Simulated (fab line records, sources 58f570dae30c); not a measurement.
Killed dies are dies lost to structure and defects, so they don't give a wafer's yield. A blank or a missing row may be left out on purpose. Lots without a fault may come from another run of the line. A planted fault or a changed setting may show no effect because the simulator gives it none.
Which tool did it? | flow berkeley_cmos170 | 15 lots, 45 wafers sampled, at 3 steps of a route of 331

WHAT THE GAUGES READ, wafer by wafer
UCB170_ACTIVE_OVL_MEAS_14.
lot  | measured    | on         | ACTIVE_OVL (nm)
L831 | day 4 21:46 | overlay-02 | -14 -2 5
L832 | day 4 21:41 | overlay-01 | -1 -2 -1
L834 | day 5 11:58 | overlay-02 | 7 -3 -7
L835 | day 5 11:55 | overlay-02 | 1 -6 0
L836 | day 5 17:41 | overlay-02 | 3 1 9
L837 | day 6 03:38 | overlay-01 | 0 -13 -9
L838 | day 6 03:11 | overlay-02 | -1 -3 0
L839 | day 6 03:43 | overlay-02 | -10 -4 -2
L842 | day 6 19:22 | overlay-02 | 6 4 4
L844 | day 7 00:16 | overlay-01 | 0 7 0
L845 | day 7 10:34 | overlay-01 | - - -
L846 | day 7 10:49 | overlay-01 | - - -
L847 | day 7 23:58 | overlay-02 | - - -
L852 | day 8 16:14 | overlay-02 | 7 1 4
L853 | day 9 09:32 | overlay-02 | 5 -8 3

WHICH TOOL RAN EACH LOT (tool, then ch and the chambers of the sampled wafers, then the start)
lot  | UCB170_ZERO_STRIP_07                | UCB170_ACTIVE_PEB_11
L831 | plasma_asher-03 ch 0,1, day 2 01:52 | litho_track-03 ch 0, day 4 21:23
L832 | plasma_asher-01 ch 0,1, day 2 03:25 | litho_track-02 ch 0, day 4 21:20
L834 | plasma_asher-03 ch 0,1, day 2 14:47 | litho_track-02 ch 0, day 5 11:37
L835 | plasma_asher-04 ch 0,1, day 2 21:35 | litho_track-01 ch 0, day 5 11:32
L836 | plasma_asher-01 ch 0,1, day 3 03:49 | litho_track-02 ch 0, day 5 17:17
L837 | plasma_asher-04 ch 0,1, day 3 08:11 | litho_track-01 ch 0, day 6 03:14
L838 | plasma_asher-04 ch 0,1, day 3 15:16 | litho_track-02 ch 0, day 6 02:47
L839 | plasma_asher-01 ch 0, day 3 15:45   | litho_track-03 ch 0, day 6 03:20
L842 | plasma_asher-04 ch 0,1, day 4 08:35 | litho_track-03 ch 0, day 6 18:58
L844 | plasma_asher-03 ch 0, day 4 16:25   | litho_track-01 ch 0, day 6 23:52
L845 | plasma_asher-04 ch 0,1, day 5 01:05 | litho_track-02, day 7 10:12
L846 | plasma_asher-04 ch 0,1, day 5 04:37 | litho_track-01, day 7 10:25
L847 | plasma_asher-04 ch 0,1, day 5 09:52 | litho_track-03, day 7 23:35
L852 | plasma_asher-03 ch 0,1, day 6 10:05 | litho_track-03 ch 0, day 8 15:51
L853 | plasma_asher-04 ch 0,1, day 6 15:32 | litho_track-01 ch 0, day 9 09:10
- UCB170_ZERO_STRIP_07: strips in O2.
- UCB170_ACTIVE_PEB_11

WHAT THE TOOLS THEMSELVES READ (means of the sampled wafers that have a number; where no wafer has one, the mark that the record gives instead)
UCB170_ZERO_STRIP_07.
lot  | tool            | drypump_motor_current_A (A) | oes_product_au (a.u.) | strip_time_to_endpoint_s (s)
L831 | plasma_asher-03 | 6.2                         | 0.726                 | 21.39
L832 | plasma_asher-01 | 5.7                         | 0.730                 | 21.45
L834 | plasma_asher-03 | 6.2                         | 0.729                 | 21.47
L835 | plasma_asher-04 | 5.9                         | 0.725                 | 21.44
L836 | plasma_asher-01 | 5.7                         | 0.725                 | 21.55
L837 | plasma_asher-04 | 5.5                         | 0.727                 | 21.56
L838 | plasma_asher-04 | 5.8                         | 0.732                 | 21.59
L839 | plasma_asher-01 | 6.0                         | 0.728                 | 21.48
L842 | plasma_asher-04 | 5.6                         | 0.727                 | 21.57
L844 | plasma_asher-03 | 6.1                         | 0.724                 | 21.53
L845 | plasma_asher-04 | 5.6                         | 0.729                 | 21.37
L846 | plasma_asher-04 | 5.8                         | 0.728                 | 21.57
L847 | plasma_asher-04 | 5.6                         | 0.728                 | 21.52
L852 | plasma_asher-03 | 6.1                         | 0.728                 | 21.43
L853 | plasma_asher-04 | 5.9                         | 0.721                 | 21.54

UCB170_ACTIVE_PEB_11.
lot  | tool           | chill_plate_temp_C (C) | exhaust_pa (Pa) | plate_temp_C (C)
L831 | litho_track-03 | 22.91                  | 45.6            | 129.98
L832 | litho_track-02 | 22.99                  | 45.5            | 130.03
L834 | litho_track-02 | 23.00                  | 44.3            | 130.01
L835 | litho_track-01 | 22.99                  | 45.1            | 130.01
L836 | litho_track-02 | 22.93                  | 46.0            | 129.86
L837 | litho_track-01 | 22.87                  | 44.9            | 130.11
L838 | litho_track-02 | 22.99                  | 44.0            | 130.01
L839 | litho_track-03 | 23.07                  | 43.7            | 130.07
L842 | litho_track-03 | 23.13                  | 44.8            | 129.93
L844 | litho_track-01 | 23.02                  | 44.6            | 130.12
L845 | litho_track-02 | -                      | -               | -
L846 | litho_track-01 | -                      | -               | -
L847 | litho_track-03 | -                      | -               | -
L852 | litho_track-03 | 22.87                  | 45.8            | 129.80
L853 | litho_track-01 | 23.20                  | 44.7            | 130.08

THE ANSWER, worked out from the rows above alone
Rule: what is usual is taken from the lots themselves. Put in order of their means at a reading, lots are off if they are a third of the lots or fewer, leave a main group of 4 or more, and stand apart from it by a gap of 3 or more times the standard deviation of the main group's means; of several such gaps the widest counts. A main group whose means are all the same, to the digits that the tables above print for the reading, isn't used. A lot without any number at a reading at which 4 lots or more have one is off too. The other lots that the step has rows for count as sound. The gauges are gone through in route order, then the tools' own readings, and for those a lot's mean is taken as printed above. The first step at which some lot is off is used, and at that step the reading that is off furthest; a lot without a number counts as furthest.
Off: L845, L846, L847, at UCB170_ACTIVE_OVL_MEAS_14 (ACTIVE_OVL). Without a number there: L845, L846, L847. The main group: mean -1 nm, standard deviation 3.7.
A tool fits if, at a process step before that reading, it ran every lot that is off, and no sound lot after the first of them. The gauges at UCB170_ACTIVE_OVL_MEAS_14 aren't tried: what is off there is off at UCB170_ACTIVE_PEB_11 too, on other tools, and a gauge's error can't cause that. None of those tried fits.

WHAT THE SIMULATOR HAD PUT IN
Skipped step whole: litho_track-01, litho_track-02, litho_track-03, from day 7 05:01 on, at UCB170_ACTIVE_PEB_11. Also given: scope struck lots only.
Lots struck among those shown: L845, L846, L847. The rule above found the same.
